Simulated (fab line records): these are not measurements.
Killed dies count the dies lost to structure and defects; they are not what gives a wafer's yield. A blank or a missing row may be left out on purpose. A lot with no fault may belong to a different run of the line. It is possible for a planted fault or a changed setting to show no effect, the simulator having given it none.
Which of the tools did it? ; flow rit cmos ; Sampling: 14 lots, 42 wafers, 2 of 202 route steps

## WHAT THE GAUGES READ, wafer by wafer
Not one reading of a measure or inspect step in the record can be checked against a usual standard deviation.

## WHAT TOOL EACH LOT RAN ON (gives the tool, then ch and the chambers of the sampled wafers, and finally the start)
lot;RIT_CONTACT_STRIP_12;RIT_M1_PROBE_99
L573;plasma asher-03 ch 0,1, day 3 04:11;prober-02, day 3 12:26
L574;plasma asher-01 ch 0,1, day 3 10:22;-
L575;plasma asher-04 ch 0,1, day 3 13:34;-
L577;plasma asher-03 ch 0,1, day 4 04:40;-
L578;plasma asher-04 ch 0,1, day 4 11:49;-
L582;plasma asher-03 ch 0,1, day 5 09:53;-
L584;plasma asher-03 ch 0,1, day 5 17:35;-
L585;plasma asher-03 ch 1, day 5 19:35;-
L586;plasma asher-03 ch 0,1, day 5 22:45;-
L587;plasma asher-03 ch 0, day 6 04:55;-
L592;plasma asher-01 ch 0,1, day 7 05:17;-
L593;plasma asher-01 ch 0,1, day 7 07:53;-
L595;plasma asher-04 ch 0,1, day 7 20:15;prober-02, day 8 01:04
L596;plasma asher-04 ch 0,1, day 8 03:32;-
- RIT_CONTACT_STRIP_12: strips in O2, time 180 s.
- RIT_M1_PROBE_99

## WHAT THE TOOLS THEMSELVES READ (means of the sampled wafers that have a number; where no wafer has one, the mark that the record gives instead)
RIT_CONTACT_STRIP_12. Usual: drypump motor current A 5.8 A, standard deviation 0.36; run length s 208.4 s, standard deviation 0.42.
lot;tool;drypump motor current A (A);run length s (s);flag
L573;plasma asher-03;5.9;208.3;
L574;plasma asher-01;6.3;208.4;
L575;plasma asher-04;5.5;208.3;
L577;plasma asher-03;5.8;208.1;
L578;plasma asher-04;5.5;208.4;
L582;plasma asher-03;5.9;208.2;
L584;plasma asher-03;5.9;208.2;
L585;plasma asher-03;5.4;208.4;
L586;plasma asher-03;5.9;202.2;OFF
L587;plasma asher-03;6.1;202.0;OFF
L592;plasma asher-01;6.2;208.4;
L593;plasma asher-01;6.2;208.4;
L595;plasma asher-04;5.4;208.7;
L596;plasma asher-04;5.5;208.2;

RIT_M1_PROBE_99. Usual: killed at contacts 0.0, standard deviation 0.22; killed at front end 6.9, standard deviation 2.9; killed dies 7.0, standard deviation 2.9; killed open 3.5, standard deviation 2; killed short 3.5, standard deviation 2.
lot;tool;killed at contacts;killed at front end;killed dies;killed open;killed short;flag
L573;prober-02;0.3;7.3;7.7;3.3;4.3;
L595;prober-02;0.0;3.0;3.0;1.7;1.3;

## THE ANSWER, worked out from the rows above alone
Rule: a lot counts as off when the mean over its wafers that have a number is more than 3 standard deviations away from the usual mean. A lot without any number at a reading at which 4 lots or more have one is off too. The other lots that the step has rows for count as sound. The gauges are gone through in route order, then the tools' own readings, and for those a lot's mean is taken as printed above. The first step at which some lot is off is used, and at that step the reading that is off furthest; a lot without a number counts as furthest.
Off, at RIT_CONTACT_STRIP_12 on run length s: L586, L587.
A tool fits if, at that step or a process step before it, it ran every lot that is off, and no sound lot after the first of them. One fits: plasma asher-03 at RIT_CONTACT_STRIP_12. Its last sound lot is L585 (day 5 19:35), its first lot that is off L586 (day 5 22:45): a fault that began between those two fits.
The tool's own readings at RIT_CONTACT_STRIP_12 bear it out: on the lots that are off they differ by more than 5 times the standard deviation of the sound lots' means. run length s reads 202.1 s there against 208.3 s on the sound lots.

## WHAT WAS PUT IN BY THE SIMULATOR
Drift in process parameters on plasma asher-03 at RIT_CONTACT_STRIP_12, starting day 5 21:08. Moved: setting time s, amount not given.
Struck lots among those shown: L586, L587. The rule above found the same.
